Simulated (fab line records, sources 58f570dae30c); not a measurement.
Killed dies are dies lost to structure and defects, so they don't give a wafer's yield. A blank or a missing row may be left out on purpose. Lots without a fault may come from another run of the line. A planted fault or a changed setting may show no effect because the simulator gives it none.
fab line records | flow berkeley_cmos170
record lots=5 wafers=23
route steps=331 shown M2@283 V2@294 M3@327
start_h: hours from the record's first day to the start of the lot's first wafer shown | wait_h: hours since the lot's step before | " the same as in the row above | L1.1+2: a row that stands for several wafers | - no value, or no start given | * or withheld: withheld | < > ~ a bound
route shown NAME@n: a module of which the file shows steps, and the number in the route of the first | usual: mean/standard deviation of fault-free wafers | same: alike in all rows | chamber/n: place in a boat | sites: the reading at each site | _std_site: their standard deviation | _edge_site: outer sites' mean less inner sites' | radius_mm: how far each site lies from the wafer's centre | mask NAME#n: copy n | behind: the tool/chamber that last shaped the wafer | hold: why the lot was held/for how many hours/how that ended | device: the transistor (n, p or np) that didn't switch | end of line: the same wafers' tests at the end of the route | a step without rows: its recipe alone | killed: dies lost to structure and defects at the first sort, not the wafer's yield | map: a wafer's dies, x killed, . not, _ none there
set.NAME: the setting as run; set.NAME@STEP: as run at that earlier step | model.NAME: the simulator's own value behind a step, which no gauge read
lots whose settings were changed on purpose; a table a step, a row a wafer
## steps
# step UCB170_M2_EXPOSE_12
# recipe mask_id=METAL2 target_cd_nm=700 na=0.5 sigma_outer=0.6 source_shape=conventional dose_mj=26
# columns lot.wafer tool chamber start_h wait_h mask set.dose_mj
L077.1+3+4 krf_scanner-01 0 196.39 - METAL2#0 24.72
L077.2+6 " 0 " " METAL2#0 26
L076.2+4 krf_scanner-01 0 197.58 - METAL2#0 27.03
L076.3+5+6 " 0 " " METAL2#0 26
L080.3+4+5 krf_scanner-01 0 226.19 - METAL2#0 26
L079.1+4 krf_scanner-01 0 226.70 - METAL2#0 27.78
L079.3+5+6 " 0 " " METAL2#0 26
L085.1+2+6 krf_scanner-02 0 261.52 - METAL2#0 26
L085.4+5 " 0 " " METAL2#0 25.25
# step UCB170_M2_PEB_13
# recipe peb_temp_c=130 peb_time_s=withheld resist=KrF
# step UCB170_M2_DEVELOP_14
# recipe developer=TMAH develop_time_s=45 resist=KrF dev_temp_c=21
# step UCB170_M2_CD_MEAS_15
# recipe target_cd_nm=700
# usual cd_nm=700.2/1.4
# columns lot.wafer tool chamber start_h wait_h set.dose_mj@M2_EXPOSE_12 cd_nm
L077.1 cd_sem-02 - 196.78 - 24.72 708.1
L077.2 " - " " 26 700.0
L077.3 " - " " 24.72 709.1
L077.4 " - " " 24.72 708.2
L077.6 " - " " 26 701.4
L076.2 cd_sem-02 - 197.97 - 27.03 690.9
L076.3 " - " " 26 697.6
L076.4 " - " " 27.03 690.7
L076.5 " - " " 26 697.5
L076.6 " - " " 26 698.8
L080.3 cd_sem-02 - 226.79 - 26 699.3
L080.4 " - " " 26 698.9
L080.5 " - " " 26 698.3
L079.1 cd_sem-02 - 227.40 - 27.78 689.0
L079.3 " - " " 26 700.7
L079.4 " - " " 27.78 688.3
L079.5 " - " " 26 700.3
L079.6 " - " " 26 700.7
L085.1 cd_sem-01 - 262.25 - 26 700.4
L085.2 " - " " 26 700.7
L085.4 " - " " 25.25 704.3
L085.5 " - " " 25.25 706.1
L085.6 " - " " 26 700.8
# step UCB170_M2_ETCH_17
# recipe chemistry=N2/H2 target_depth_a=withheld overetch_a=withheld target=BARC time_s=withheld source_w=500 bias_w=100 pressure_mtorr=30 n2_flow_sccm=100 h2_flow_sccm=200
# columns lot.wafer tool chamber start_h wait_h set.dose_mj@M2_EXPOSE_12 model.M2.cd_nm
L077.1 rie_diel-03 3 196.93 0.0 24.72 708.5
L077.2 " 2 " " 26 700.1
L077.3 " 0 " " 24.72 708.7
L077.4 " 1 " " 24.72 707.2
L077.6 " 2 " " 26 701.1
L076.2 rie_diel-03 3 198.11 0.0 27.03 691.4
L076.3 " 2 " " 26 698
L076.4 " 0 " " 27.03 691.3
L076.5 " 0 " " 26 698.2
L076.6 " 3 " " 26 699.5
L080.3 rie_diel-03 2 226.90 0.0 26 699.3
L080.4 " 2 " " 26 699.1
L080.5 " 1 " " 26 698.3
L079.1 rie_diel-01 0 227.55 0.0 27.78 688.9
L079.3 " 2 " " 26 700.9
L079.4 " 1 " " 27.78 688.6
L079.5 " 1 " " 26 700.7
L079.6 " 2 " " 26 701.1
L085.1 rie_diel-03 1 262.41 0.0 26 700.4
L085.2+6 " 0,2 " " 26 700.9
L085.4 " 2 " " 25.25 704.8
L085.5 " 3 " " 25.25 706.2
# step UCB170_M2_METAL_ETCH_18
# recipe chemistry=Cl2/BCl3 target=Al stop_on=SiO2 pressure_mtorr=12 target_depth_a=11700 over_etch_frac=0.3 time_s=195 icp_w=600 bias_w=120 Cl2_flow_sccm=90 bcl3_flow_sccm=45
# columns lot.wafer tool chamber start_h wait_h set.dose_mj@M2_EXPOSE_12 model.M2.cd_nm
L077.1 rie_metal-02 1 196.98 - 24.72 708.9
L077.2 " 1 " " 26 699.4
L077.3 " 1 " " 24.72 710.8
L077.4 " 1 " " 24.72 710.2
L077.6 " 1 " " 26 702.2
L076.2 rie_metal-02 1 198.15 - 27.03 690.9
L076.3 " 0 " " 26 698.6
L076.4 " 1 " " 27.03 687.5
L076.5 " 0 " " 26 698.7
L076.6 " 1 " " 26 697.5
L080.3 rie_metal-01 1 227.01 - 26 694.5
L080.4 " 0 " " 26 689.4
L080.5 " 0 " " 26 693.5
L079.1 rie_metal-03 0 227.60 - 27.78 690.6
L079.3 " 0 " " 26 701
L079.4 " 1 " " 27.78 686.2
L079.5 " 0 " " 26 704.2
L079.6 " 1 " " 26 700.2
L085.1 rie_metal-03 0 262.45 - 26 701.2
L085.2 " 1 " " 26 699.3
L085.4 " 0 " " 25.25 706
L085.5 " 1 " " 25.25 706.6
L085.6 " 0 " " 26 700.7
# step UCB170_M2_STRIP_19
# recipe chemistry=O2 power_w=400 pressure_mtorr=3500 platen_temp_c=withheld o2_flow_sccm=400 overash_fraction=0.5
# step UCB170_M2_CD_MEAS_90
# recipe target_cd_nm=700
# usual cd_nm=700/3.5
# columns lot.wafer tool chamber start_h wait_h set.dose_mj@M2_EXPOSE_12 cd_nm
L077.1 cd_sem-01 - 197.45 0.1 24.72 709
L077.2 " - " " 26 699
L077.3 " - " " 24.72 711
L077.4 " - " " 24.72 710
L077.6 " - " " 26 702
L076.2 cd_sem-02 - 198.46 0.1 27.03 691
L076.3 " - " " 26 698
L076.4 " - " " 27.03 688
L076.5 " - " " 26 699
L076.6 " - " " 26 698
L080.3 cd_sem-01 - 227.27 0.1 26 695
L080.4 " - " " 26 689
L080.5 " - " " 26 693
L079.1 cd_sem-01 - 227.88 0.1 27.78 690
L079.3 " - " " 26 701
L079.4 " - " " 27.78 686
L079.5 " - " " 26 704
L079.6 " - " " 26 700
L085.1 cd_sem-01 - 262.74 0.1 26 701
L085.2 " - " " 26 699
L085.4 " - " " 25.25 706
L085.5 " - " " 25.25 707
L085.6 " - " " 26 701
# step UCB170_V2_CMP_02
# recipe material=SiO2 down_force_psi=6 platen_rpm=60 pad_velocity_m_s=0.75398
# columns lot.wafer tool chamber start_h wait_h set.leave_above_ref_nm model.SiO2_of_V2_CVD_00.thk_nm
L077.2+1 cmp-01 1,0 197.79 0.0 1000 1001
L077.3 " 2 " " 962.2 963.4
L077.4 " 3 " " 1000 999.4
L077.6 " 1 " " 962.2 961.8
L076.2 cmp-01 1 198.82 0.1 1000 1001
L076.4 " 2 " " 1000 1000
L076.3 " 3 " " 1000 998.7
L076.6 " 0 " " 962.8 963.7
L076.5 " 1 " " 962.8 963.1
L080.4+3 cmp-02 1,2 227.67 0.1 1000 1001
L080.5 " 3 " " 1000 998.1
L079.1 cmp-02 1 228.22 0.1 1000 999.9
L079.4 " 2 " " 1000 998.1
L079.3 " 0 " " 1000 997.1
L079.6 " 1 " " 1000 998.5
L079.5 " 2 " " 1000 998.4
L085.2 cmp-02 0 263.07 0.0 1000 999.5
L085.4 " 2 " " 1000 999.7
L085.1 " 3 " " 1052 1051
L085.6 " 0 " " 1052 1050
L085.5 " 1 " " 1000 999.9
# step UCB170_V2_THK_MEAS_04
# recipe reads=SiO2_of_V2_CVD_00
# usual V2_POLISHED_THK=1000.1/1.3
# columns lot.wafer tool chamber start_h wait_h set.leave_above_ref_nm@V2_CMP_02 V2_POLISHED_THK[nm]
L077.1 film_metro-01 - 198.21 0.1 1000 1001.4
L077.2 " - " " 1000 1000.6
L077.3 " - " " 962.2 964.2
L077.4 " - " " 1000 998.8
L077.6 " - " " 962.2 962.5
L076.2 film_metro-03 - 199.20 0.1 1000 1001.3
L076.3 " - " " 1000 999.1
L076.4 " - " " 1000 999.5
L076.5 " - " " 962.8 962.9
L076.6 " - " " 962.8 964.0
L080.3 film_metro-03 - 228.01 0.1 1000 1000.8
L080.4 " - " " 1000 1000.8
L080.5 " - " " 1000 998.0
L079.1 film_metro-02 - 228.64 0.1 1000 1000.5
L079.3 " - " " 1000 997.0
L079.4 " - " " 1000 997.8
L079.5 " - " " 1000 998.5
L079.6 " - " " 1000 998.2
L085.1 film_metro-03 - 263.49 0.1 1052 1050.2
L085.2 " - " " 1000 999.4
L085.4 " - " " 1000 998.9
L085.5 " - " " 1000 1000.0
L085.6 " - " " 1052 1050.4
# step UCB170_V2_SOFTBAKE_08
# recipe resist=KrF temp_c=130 time_s=60
# columns lot.wafer tool chamber start_h wait_h set.time_s
L077.1+4+6 litho_track-01 0 198.76 0.1 67.07
L077.2+3 " 0 " " 60
L076.2+3+5 litho_track-03 0 199.84 0.1 60
L076.4+6 " 0 " " 68.83
L080.3+4+5 litho_track-02 0 228.59 0.1 60
L079.1+3+4+5+6 litho_track-03 0 229.38 0.1 60
L085.1+5 litho_track-02 0 264.39 0.1 66.65
L085.2+4+6 " 0 " " 60
# step UCB170_V2_EXPOSE_09
# recipe mask_id=VIA2 target_cd_nm=700 na=0.5 sigma_outer=0.6 source_shape=conventional dose_mj=37
# step UCB170_V2_PEB_10
# recipe peb_temp_c=130 peb_time_s=withheld resist=KrF
# step UCB170_V2_ETCH_14
# recipe chemistry=CHF3/CF4/Ar target=SiO2 stop_on=Al CHF3_flow_sccm=45 cf4_flow_sccm=15 Ar_flow_sccm=150 pressure_mtorr=200 rf_w=700 target_depth_a=12500 over_etch_frac=0.25 time_s=291
# columns lot.wafer tool chamber start_h wait_h set.leave_above_ref_nm@V2_CMP_02 model.V2.feature_depth_nm model.etch.depth_nm
L077.1+2 rie_diel-02 2,0 199.46 0.0 1000 1001 1001
L077.3 " 3 " " 962.2 963.4 963.4
L077.4 " 0 " " 1000 999.6 999.4
L077.6 " 3 " " 962.2 961.8 961.8
L076.2 rie_diel-04 1 200.51 0.0 1000 1001 1001
L076.3 " 2 " " 1000 998.9 998.7
L076.4 " 1 " " 1000 1000 1000
L076.5 " 2 " " 962.8 963.3 963.1
L076.6 " 3 " " 962.8 963.7 963.7
L080.3+4 rie_diel-01 1,0 229.24 0.0 1000 1001 1001
L080.5 " 0 " " 1000 998.1 998.1
L079.1 rie_diel-02 3 230.46 0.0 1000 999.9 999.9
L079.3 " 1 " " 1000 997.1 997.1
L079.4 " 0 " " 1000 998.2 998.1
L079.5 " 3 " " 1000 998.4 998.4
L079.6 " 2 " " 1000 998.6 998.5
L085.1 rie_diel-02 0 265.42 0.0 1052 1051 1051
L085.2 " 3 " " 1000 999.5 999.5
L085.4 " 1 " " 1000 999.7 999.7
L085.5 " 1 " " 1000 999.9 999.9
L085.6 " 2 " " 1052 1050 1050
# step UCB170_M3_METAL_ETCH_18
# recipe chemistry=Cl2/BCl3 target=Al stop_on=SiO2 pressure_mtorr=12 target_depth_a=11700 over_etch_frac=0.3 time_s=195 icp_w=600 bias_w=120 Cl2_flow_sccm=90 bcl3_flow_sccm=45
# columns lot.wafer tool chamber start_h wait_h set.over_etch_frac model.KrF_of_M3_COAT_10.thk_nm
L077.1 rie_metal-03 1 202.07 - 0.3 223.9
L077.2 " 1 " " 0.3 228.1
L077.3 " 1 " " 0.3 235
L077.4 " 1 " " 0.3 231.3
L077.6 " 1 " " 0.3 228.6
L076.2 rie_metal-02 0 203.23 - 0.3797 167.6
L076.3 " 1 " " 0.3 201.9
L076.4 " 0 " " 0.3797 170.8
L076.5 " 0 " " 0.3 208.4
L076.6 " 1 " " 0.3797 161.8
L080.3 rie_metal-03 0 232.46 - 0.3 214.2
L080.4 " 1 " " 0.3 230.7
L080.5 " 0 " " 0.3 225.8
L079.1 rie_metal-04 1 233.82 - 0.3602 173.8
L079.3 " 1 " " 0.3 205.7
L079.4 " 0 " " 0.3602 186.6
L079.5 " 1 " " 0.3 204.6
L079.6 " 0 " " 0.3602 188.1
L085.1 rie_metal-03 0 268.41 - 0.3 223.6
L085.2 " 1 " " 0.3 233.6
L085.4 " 0 " " 0.3 215.4
L085.5 " 0 " " 0.3 215
L085.6 " 1 " " 0.3 230.2
## key
split step=UCB170_M2_EXPOSE_12 setting=dose_mj stated=26 by=wafer
response step=UCB170_M2_CD_MEAS_15 reading=cd_nm change=-1.7 per=1% r=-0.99
response step=UCB170_M2_ETCH_17 reading=model.M2.cd_nm change=-1.71 per=1% r=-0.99
response step=UCB170_M2_METAL_ETCH_18 reading=model.M2.cd_nm change=-1.99 per=1% r=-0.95
response step=UCB170_M2_CD_MEAS_90 reading=cd_nm change=-2.02 per=1% r=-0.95
split step=UCB170_V2_CMP_02 setting=leave_above_ref_nm stated=1000 by=wafer
response step=UCB170_V2_CMP_02 reading=model.SiO2_of_V2_CVD_00.thk_nm change=+9.81 per=1% r=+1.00
response step=UCB170_V2_THK_MEAS_04 reading=V2_POLISHED_THK change=+9.78 per=1% r=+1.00
response step=UCB170_V2_ETCH_14 reading=model.V2.feature_depth_nm change=+9.83 per=1% r=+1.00
response step=UCB170_V2_ETCH_14 reading=model.etch.depth_nm change=+9.81 per=1% r=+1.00
split step=UCB170_V2_SOFTBAKE_08 setting=time_s stated=60 by=wafer
response none clear
split step=UCB170_M3_METAL_ETCH_18 setting=over_etch_frac stated=0.3 by=wafer
response step=UCB170_M3_METAL_ETCH_18 reading=model.KrF_of_M3_COAT_10.thk_nm change=-1.32 per=1% r=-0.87
